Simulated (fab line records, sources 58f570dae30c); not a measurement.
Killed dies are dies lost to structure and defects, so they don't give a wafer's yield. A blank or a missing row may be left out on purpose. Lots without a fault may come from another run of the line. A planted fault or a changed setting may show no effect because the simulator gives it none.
fab line records | flow berkeley_cmos170
record lots=6 wafers=18 last_day=12
route steps=331 shown ACTIVE@71 PFIELD@79
lots that met no fault: from a run of the same line without faults
start_h: hours from the record's first day to the start of the lot's first wafer shown | wait_h: hours since the lot's step before | " the same as in the row above | L1.1+2: a row that stands for several wafers | - no value, or no start given | * or withheld: withheld | < > ~ a bound
route shown NAME@n: a module of which the file shows steps, and the number in the route of the first | usual: mean/standard deviation of fault-free wafers | same: alike in all rows | chamber/n: place in a boat | sites: the reading at each site | _std_site: their standard deviation | _edge_site: outer sites' mean less inner sites' | radius_mm: how far each site lies from the wafer's centre | mask NAME#n: copy n | behind: the tool/chamber that last shaped the wafer | hold: why the lot was held/for how many hours/how that ended | device: the transistor (n, p or np) that didn't switch | end of line: the same wafers' tests at the end of the route | a step without rows: its recipe alone | killed: dies lost to structure and defects at the first sort, not the wafer's yield | map: a wafer's dies, x killed, . not, _ none there
set.NAME: the setting as run; set.NAME@STEP: as run at that earlier step | model.NAME: the simulator's own value behind a step, which no gauge read
lots at some steps of the route; a table a step, a row a wafer
services: from which hour (start_h, from the record's first day; less than 0 if before it) a tool's chamber was out of use, for how many hours, and why
## steps
# step UCB170_ACTIVE_PEB_11
# recipe peb_temp_c=130.9 peb_time_s=withheld resist=KrF
# step UCB170_ACTIVE_DEVELOP_12
# recipe developer=TMAH develop_time_s=45 resist=KrF dev_temp_c=21
# step UCB170_ACTIVE_CD_MEAS_13
# recipe target_cd_nm=1200
# usual cd_nm=1200.0/1.3
# columns lot.wafer tool chamber start_h wait_h cd_nm
L832.3 cd_sem-02 - 102.37 - 1200.2
L832.4 " - " " 1199.9
L832.5 " - " " 1199.1
L840.2 cd_sem-02 - 136.58 - 1201.6
L840.3 " - " " 1201.2
L840.4 " - " " 1200.8
L841.1 cd_sem-02 - 136.77 - 1200.3
L841.2 " - " " 1198.1
L841.5 " - " " 1200.4
L839.1 cd_sem-01 - 136.87 - 1201.0
L839.3 " - " " 1200.8
L839.5 " - " " 1201.6
L845.2 cd_sem-02 - 163.49 - 1199.6
L845.4 " - " " 1198.3
L845.5 " - " " 1200.4
L853.4 cd_sem-01 - 197.13 - 1200.8
L853.5 " - " " 1200.1
L853.6 " - " " 1201.8
# step UCB170_ACTIVE_OVL_MEAS_14
# usual ACTIVE_OVL=2/6.7
# columns lot.wafer tool chamber start_h wait_h ACTIVE_OVL[nm]
L832.3 overlay-02 - 102.46 0.1 10
L832.4 " - " " 4
L832.5 " - " " 12
L840.2 overlay-01 - 136.69 0.1 -7
L840.3 " - " " -1
L840.4 " - " " -3
L841.1 overlay-01 - 136.89 0.1 -1
L841.2 " - " " 2
L841.5 " - " " -1
L839.1 overlay-02 - 136.99 0.1 15
L839.3 " - " " 8
L839.5 " - " " 13
L845.2 overlay-02 - 163.60 0.1 7
L845.4 " - " " 1
L845.5 " - " " -3
L853.4 overlay-01 - 197.21 0.1 6
L853.5 " - " " -4
L853.6 " - " " 1
# step UCB170_ACTIVE_ETCH_15
# recipe chemistry=CH3F/Ar/O2 target=Si3N4 stop_on=SiO2 CH3F_flow_sccm=20 Ar_flow_sccm=50 O2_flow_sccm=7 pressure_mtorr=50 rf_w=450 target_depth_a=2420 over_etch_frac=0.1 time_s=151
# usual drypump_motor_current_A=5.57/0.28 oes_product_au=0.943/0.015 throttle_valve_pct=8.02/0.1
# columns lot.wafer tool chamber start_h wait_h drypump_motor_current_A oes_product_au rf_hours_counter_h throttle_valve_pct
L832.3 rie_diel-04 0 102.49 0.0 5.42 0.942 7 7.99
L832.4 " 3 " " 5.23 0.956 50 7.99
L832.5 " 2 " " 5.14 0.966 - 8.11
L840.2 rie_diel-02 0 136.72 0.0 5.63 0.936 138 7.98
L840.3 " 3 " " 5.88 0.930 134 8.04
L840.4 " 1 " " 5.90 0.912 83 8.02
L841.1 rie_diel-04 2 136.93 0.0 5.14 0.966 144 8.10
L841.2 " 1 " " 5.71 0.933 114 7.98
L841.5 " 2 " " 5.14 0.970 - 8.10
L839.1 rie_diel-01 1 137.02 0.0 5.19 0.946 5 7.88
L839.3 " 0 " " 5.57 0.945 108 8.36
L839.5 " 3 " " 5.48 0.926 - 7.84
L845.2 rie_diel-04 2 163.63 0.0 5.16 0.973 146 8.08
L845.4 " 0 " " 5.44 0.940 9 7.99
L845.5 " 0 " " 5.43 0.944 - 7.99
L853.4 rie_diel-01 1 197.22 0.0 5.20 0.940 7 7.88
L853.5 " 2 " " 6.05 0.936 - 8.11
L853.6 " 3 " " 5.48 0.925 - 7.85
# step UCB170_ACTIVE_STRIP_16
# recipe chemistry=O2 power_w=400 pressure_mtorr=3500 platen_temp_c=withheld o2_flow_sccm=400 overash_fraction=0.5
# usual drypump_motor_current_A=5.8/0.59 oes_product_au=0.721/0.0046 strip_time_to_endpoint_s=18.11/0.11
# columns lot.wafer tool chamber start_h wait_h drypump_motor_current_A oes_product_au rf_hours_counter_h strip_time_to_endpoint_s
L832.3 plasma_asher-04 0 102.62 0.1 6.3 0.722 - 18.18
L832.4 " 1 " " 4.8 0.717 - 17.99
L832.5 " 1 " " 4.8 0.724 - 18.12
L840.2 plasma_asher-04 1 136.82 0.1 4.8 0.720 29 18.11
L840.3 " 1 " " 4.8 0.722 - 18.04
L840.4 " 0 " " 6.4 0.724 - 18.04
L841.1 plasma_asher-03 0 137.03 0.1 5.8 0.722 44 18.11
L841.2 " 1 " " 5.2 0.722 44 18.23
L841.5 " 1 " " 5.3 0.715 - 18.14
L839.1 plasma_asher-02 1 137.12 0.1 6.3 0.719 2 18.14
L839.3 " 1 " " 6.3 0.724 - 18.08
L839.5 " 0 " " 6.3 0.718 - 18.16
L845.2 plasma_asher-02 0 163.73 0.1 6.3 0.729 5 18.16
L845.4 " 1 " " 6.2 0.716 - 18.20
L845.5 " 0 " " 6.3 0.722 - 18.20
L853.4 plasma_asher-03 1 197.36 0.1 5.3 0.725 - 18.11
L853.5 " 0 " " 5.8 0.723 - 18.06
L853.6 " 1 " " 5.3 0.723 - 18.08
# step UCB170_ACTIVE_CD_MEAS_90
# recipe target_cd_nm=1200
# usual cd_nm=1199.9/1.2
# columns lot.wafer tool chamber start_h wait_h cd_nm
L832.3 cd_sem-01 - 102.73 0.1 1199.6
L832.4 " - " " 1200.3
L832.5 " - " " 1198.7
L840.2 cd_sem-01 - 137.01 0.2 1201.5
L840.3 " - " " 1201.1
L840.4 " - " " 1200.6
L841.1 cd_sem-01 - 137.13 0.1 1199.9
L841.2 " - " " 1198.5
L841.5 " - " " 1200.1
L839.1 cd_sem-02 - 137.22 0.1 1200.7
L839.3 " - " " 1200.7
L839.5 " - " " 1201.4
L845.2 cd_sem-01 - 163.90 0.1 1199.8
L845.4 " - " " 1198.6
L845.5 " - " " 1200.4
L853.4 cd_sem-02 - 197.49 0.1 1200.1
L853.5 " - " " 1200.1
L853.6 " - " " 1201.5
# step UCB170_ACTIVE_CLEAN_17
# recipe chemistry=SPM temp_c=120 time_s=600
# step UCB170_PFIELD_HMDS_00
# recipe prime_time_s=60 prime_temp_c=100
# step UCB170_PFIELD_COAT_01
# recipe resist=KrF spin_rpm=1500 resist_thk_nm=900
# step UCB170_PFIELD_SOFTBAKE_02
# recipe resist=KrF temp_c=130 time_s=60
# step UCB170_PFIELD_EXPOSE_03
# recipe mask_id=PFIELD na=0.5 sigma_outer=0.6 source_shape=conventional target_cd_nm=1500 dose_mj=30
# step UCB170_PFIELD_PEB_04
# recipe peb_temp_c=130 peb_time_s=withheld resist=KrF
# usual chill_plate_temp_C=22.99/0.11 exhaust_pa=45.0/0.98
# columns lot.wafer tool chamber start_h wait_h chill_plate_temp_C exhaust_pa
L832.3 litho_track-02 0 104.18 0.3 22.93 45.8
L832.4 " 0 " " 22.94 46.0
L832.5 " 0 " " 22.87 44.3
L841.1 litho_track-02 - 139.14 0.7 - -
L841.2 " - " " - -
L841.5 " - " " - -
L839.1 litho_track-04 - 139.20 0.6 - -
L839.3 " - " " - -
L839.5 " - " " - -
L840.2 litho_track-03 0 139.27 0.5 22.95 47.1
L840.3 " 0 " " 23.11 45.9
L840.4 " 0 " " 23.02 45.8
L845.2 litho_track-03 0 168.65 0.8 22.96 46.8
L845.4 " 0 " " 22.98 45.6
L845.5 " 0 " " 22.92 45.8
L853.4 litho_track-04 0 199.42 0.4 22.90 45.5
L853.5 " 0 " " 22.83 44.9
L853.6 " 0 " " 22.87 45.2
# step UCB170_PFIELD_DEVELOP_05
# recipe developer=TMAH develop_time_s=45 resist=KrF dev_temp_c=21
## services
# columns tool chamber start_h hours kind
rie_diel-04 - 87.53 14.6 pm
plasma_asher-03 - 97.82 3.0 repair
rie_diel-01 - 103.85 15.6 pm
rie_diel-02 1 104.22 5.6 repair
rie_diel-02 - 105.07 2.8 pm
rie_diel-04 1 107.34 7.5 repair
plasma_asher-02 - 108.75 9.0 pm
plasma_asher-02 0 108.75 9.0 vent_cycle
plasma_asher-02 1 108.75 9.0 vent_cycle
plasma_asher-02 0 117.75 - clean
plasma_asher-02 1 117.75 - clean
plasma_asher-03 - 127.12 1.0 repair
rie_diel-01 - 154.24 5.6 repair
rie_diel-04 3 155.68 4.1 repair
rie_diel-04 2 188.48 - clean
rie_diel-04 2 188.48 15.8 scheduled_down
rie_diel-04 2 188.48 15.8 vent_cycle
## key
first_sign step=UCB170_PFIELD_PEB_04 reading=tool_record direction=missing
effect none on later readings
met_at UCB170_PFIELD_PEB_04
struck_wafers L839.1,L839.3,L839.5,L841.1,L841.2,L841.5
sort_left_out L839.1,L839.3,L839.5,L841.1,L841.2,L841.5
tester_left_out L839,L841
onset_between 104.18 139.14
fault kind=skipped_step_whole tool=litho_track-02,litho_track-04 chamber=- onset_h=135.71 steps=UCB170_PFIELD_PEB_04 scope=struck_lots_only
# tester_left_out: of these lots the tester's yield and bins aren't shown, on N5 and GAA mostly nor the transistor test; their killed dies are dies lost to structure and defects alone, not to doping, threshold or leakage, so they don't give the yield
# sort_left_out: the simulated sort isn't trusted on such a fault, so these wafers' sort isn't shown, and their yield isn't known
